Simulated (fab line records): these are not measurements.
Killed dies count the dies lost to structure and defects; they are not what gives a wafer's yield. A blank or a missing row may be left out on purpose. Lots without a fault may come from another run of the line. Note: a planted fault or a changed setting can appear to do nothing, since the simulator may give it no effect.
Split-lot trial ; flow berkeley cmos170 ; route with 331 steps; 5 lots, 23 wafers read

## SPLIT DETAILS
At UCB170_CONTACT_COAT_04 (resist thk 900 nm), the setting resist thk nm was moved away from the recipe's 900 nm on 7 of the 23 wafers read, by -2.8% to +3.2%. This setting was run at the recipe's value on the other wafers.

The split's own step is where the reading is taken.

## THE READING
KrF_of_CONTACT_COAT_04.thk nm (the simulator's own value, which no gauge read), in nm, at UCB170_CONTACT_COAT_04 (resist thk 900 nm). The file gives no usual value for it. Here, 16 wafers ran the recipe; their average is 896.8 nm with a standard deviation of 4.2 nm.

wafer;tool, chamber at the split;resist thk nm as run, nm;against the recipe;KrF_of_CONTACT_COAT_04.thk nm, nm;against lot-mates on the recipe
L076.1;litho track-04, 0;900;recipe;905.6;-
L076.2;litho track-04, 0;929.2;+3.2%;930;+25.1
L076.4;litho track-04, 0;900;recipe;904.2;-
L076.5;litho track-04, 0;900;recipe;905;-
L076.6;litho track-04, 0;929.2;+3.2%;931.9;+27.0
L075.1;litho track-01, 0;900;recipe;895.6;-
L075.3;litho track-01, 0;900;recipe;896.7;-
L075.4;litho track-01, 0;900;recipe;895.1;-
L079.1;litho track-01, 0;900;recipe;893.6;-
L079.2;litho track-01, 0;900;recipe;893.2;-
L079.4;litho track-01, 0;900;recipe;892.6;-
L079.5;litho track-01, 0;900;recipe;893.3;-
L079.6;litho track-01, 0;900;recipe;893;-
L083.1;litho track-02, 0;900;recipe;897.8;-
L083.2;litho track-02, 0;900;recipe;897;-
L083.3;litho track-02, 0;929;+3.2%;923.2;+25.9
L083.4;litho track-02, 0;929;+3.2%;926.8;+29.5
L083.5;litho track-02, 0;900;recipe;897.1;-
L084.2;litho track-01, 0;900;recipe;895.3;-
L084.3;litho track-01, 0;874.9;-2.8%;869.2;-25.0
L084.4;litho track-01, 0;874.9;-2.8%;869.1;-25.1
L084.5;litho track-01, 0;874.9;-2.8%;869.1;-25.1
L084.6;litho track-01, 0;900;recipe;893.1;-

THE FIT
A straight line over all 23 wafers: KrF_of_CONTACT_COAT_04.thk nm changes by +9.75 nm for each +1% of resist thk nm; r = +0.97; the points scatter about the line by 4 nm.
The same after taking each lot's own level away (the mean of its wafers on the recipe; 23 wafers): +8.57 nm for each +1%; r = +1.00; scatter 1 nm.
According to that fit, moving resist thk nm by its largest amount changes the reading by 28 nm.
From 893.14 to 904.93 nm: that is the span of the lots' own levels, equal to 2.8 times the standard deviation above.
In other words, the slope is changed by the lot-to-lot level; the two fits disagree.
Check: for one of the wafers moved furthest among these (+3.2%), held out of the fit, the line's prediction against its lot-mates is +28.1 nm. Against them it came out at +25.1 nm.

## OTHER SPLITS APPLIED TO THESE WAFERS
Other splits were also applied to these wafers ahead of the reading. Each is held against what the fit with the lots' levels taken away leaves over:
other split on the same wafers;wafers away from the commonest value;r with KrF_of_CONTACT_COAT_04.thk nm (lot level and that fit taken away)
UCB170_SILICIDE_SPUTTER_01 power w;8;+0.13

## THE WHOLE CHAIN: every reading that the file lists as answering this split, in the file's order
step;what it does;reading;change (the file's fit);r (the file's)
UCB170_CONTACT_COAT_04;resist thk 900 nm;KrF_of_CONTACT_COAT_04.thk nm (the simulator's own value, which no gauge read);+8.49 nm for each +1% of the setting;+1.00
UCB170_CONTACT_STRIP_06;strips in O2;strip time to endpoint s;withheld for each +1% of the setting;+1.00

## FILE'S OWN FIT
KrF_of_CONTACT_COAT_04.thk nm changes by +8.49 nm for each +1% of resist thk nm, r = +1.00.
